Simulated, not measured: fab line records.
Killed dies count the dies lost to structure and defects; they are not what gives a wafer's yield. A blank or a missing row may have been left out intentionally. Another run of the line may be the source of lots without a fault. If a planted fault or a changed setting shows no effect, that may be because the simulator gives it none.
fab line records | flow rit_cmos
record: lots: 14 wafers: 42 last_day: 7
route steps=202 shown ACTIVE@15
lots that met no fault: taken from a fault-free run of the same line
start_h: the number of hours between the record's first day and the start of the first shown wafer of the lot | wait_h: how many hours have passed since the lot's step before this one | " identical to the entry in the row above | L1.1+2: several wafers, shown together as one row | - no value, or no start was given | * or withheld: withheld | < > ~ a bound
route shown NAME@n: NAME is a module with steps in the file, n the number in the route of the first one | usual: average and standard deviation across the fault-free wafers | same: alike in all rows | chamber/n: place in a boat | sites: the reading at each site | _std_site: their standard deviation | _edge_site: outer sites' mean less inner sites' | radius_mm: how far each site lies from the wafer's centre | mask NAME#n: copy n | behind: the most recent tool/chamber to have shaped the wafer | hold: what put the lot on hold/how long, in hours/how the hold closed | device: the n, p or np transistor that did not switch | end of line: tests run on the same wafers once the route is complete | step lacking rows: just its recipe | killed: dies lost to structure and defects at the first sort, not the wafer's yield | map: per-die view of a wafer (x killed, . not killed, _ where there is no die)
set.NAME: setting as actually run; set.NAME@STEP: the setting as run at that earlier step | model.NAME: the simulator's own value behind a step, which no gauge read
the route's steps for a sample of lots (tables are steps, rows are wafers)
services: a tool's chamber out of use, with start hour (start_h, from the record's first day; less than 0 if before it), hours out, and reason
== steps ==
step: RIT_ACTIVE_STRIP_14
recipe: chemistry: O2 time_s: 180 resist: NOVOLAK platen_temp_c: withheld power_w: 500 pressure_mtorr: 4000 o2_flow_sccm: 4000
usual: chamber_pressure_mTorr: 4000/3.7 drypump_motor_current_A: 6.0/0.57
columns lot.wafer tool chamber start_h wait_h chamber_pressure_mTorr drypump_motor_current_A rf_hours_counter_h
L394.3 plasma_asher-01 0 30.99 0.1 4002 6.6 -
L394.5 " 0 " " 3997 6.6 -
L394.6 " 1 " " 3999 5.1 -
L395.2 plasma_asher-01 0 38.35 0.1 4000 6.6 40
L395.5 " 1 " " 3998 5.1 -
L395.6 " 0 " " 3996 6.6 -
L396.2 plasma_asher-01 0 43.32 0.1 4000 6.6 41
L396.3 " 0 " " 4000 6.6 -
L396.4 " 1 " " 4000 5.1 -
L401.2 plasma_asher-02 0 64.92 0.1 4000 6.1 28
L401.3 " 0 " " 3995 6.1 -
L401.5 " 1 " " 4003 6.4 -
L402.1 plasma_asher-02 1 70.65 0.1 4001 6.4 28
L402.2 " 0 " " 3990 6.1 28
L402.6 " 1 " " 4000 6.4 -
L404.2 plasma_asher-01 0 80.11 0.1 - - -
L404.3 " 1 " " - - -
L404.5 " 0 " " - - -
L405.1 plasma_asher-01 1 84.97 0.1 - - -
L405.2 " 0 " " - - -
L405.6 " 0 " " - - -
L407.2 plasma_asher-03 0 95.01 0.1 4000 6.4 43
L407.5 " 0 " " 4000 6.5 -
L407.6 " 1 " " 4000 5.6 -
L408.1 plasma_asher-01 1 99.84 0.1 4003 5.1 47
L408.3 " 1 " " 4002 5.1 -
L408.4 " 0 " " 4001 6.6 -
L409.2 plasma_asher-01 1 104.97 0.1 4002 5.1 47
L409.3 " 1 " " 3997 5.1 -
L409.6 " 1 " " 4002 5.1 -
L410.1 plasma_asher-01 1 110.02 0.1 3998 5.0 48
L410.2 " 0 " " 4001 6.6 48
L410.4 " 1 " " 3998 5.1 -
L411.1 plasma_asher-03 1 114.84 0.1 4002 5.6 45
L411.3 " 0 " " 4001 6.5 -
L411.6 " 0 " " 4000 6.4 -
L413.2 plasma_asher-02 1 125.98 0.1 4001 6.4 35
L413.4 " 0 " " 3998 6.1 -
L413.6 " 0 " " 3995 6.1 -
L414.1 plasma_asher-02 0 130.89 0.1 4002 6.1 36
L414.4 " 0 " " 3995 6.1 -
L414.6 " 1 " " 3997 6.4 -
== services ==
columns tool chamber start_h hours kind
plasma_asher-03 - 99.70 4.1 repair
plasma_asher-01 - 112.34 9.9 pm
== key ==
first_sign: step: RIT_ACTIVE_STRIP_14 reading: tool_record direction: missing
effect none on later readings
met_at RIT_ACTIVE_STRIP_14
struck_lots L404,L405
later_rows_left_out L404.2,L404.3,L404.5,L405.1,L405.2,L405.6
sort_left_out L404.2,L404.3,L404.5,L405.1,L405.2,L405.6
tester_left_out L404,L405
onset_between 43.32 80.11
fault: kind: skipped_step_whole tool: plasma_asher-01 chamber: - onset_h: 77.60 steps: RIT_ACTIVE_STRIP_14 scope: struck_lots_only
tester_left_out: of these lots the tester's yield and bins aren't shown, on N5 and GAA mostly nor the transistor test; their killed dies are dies lost to structure and defects alone, not to doping, threshold or leakage, so they don't give the yield
sort_left_out: the simulated sort isn't trusted on such a fault, so these wafers' sort isn't shown, and their yield isn't known
later_rows_left_out: the simulator's readings of these wafers behind a module that went badly wrong aren't trusted and aren't shown, but for the sort
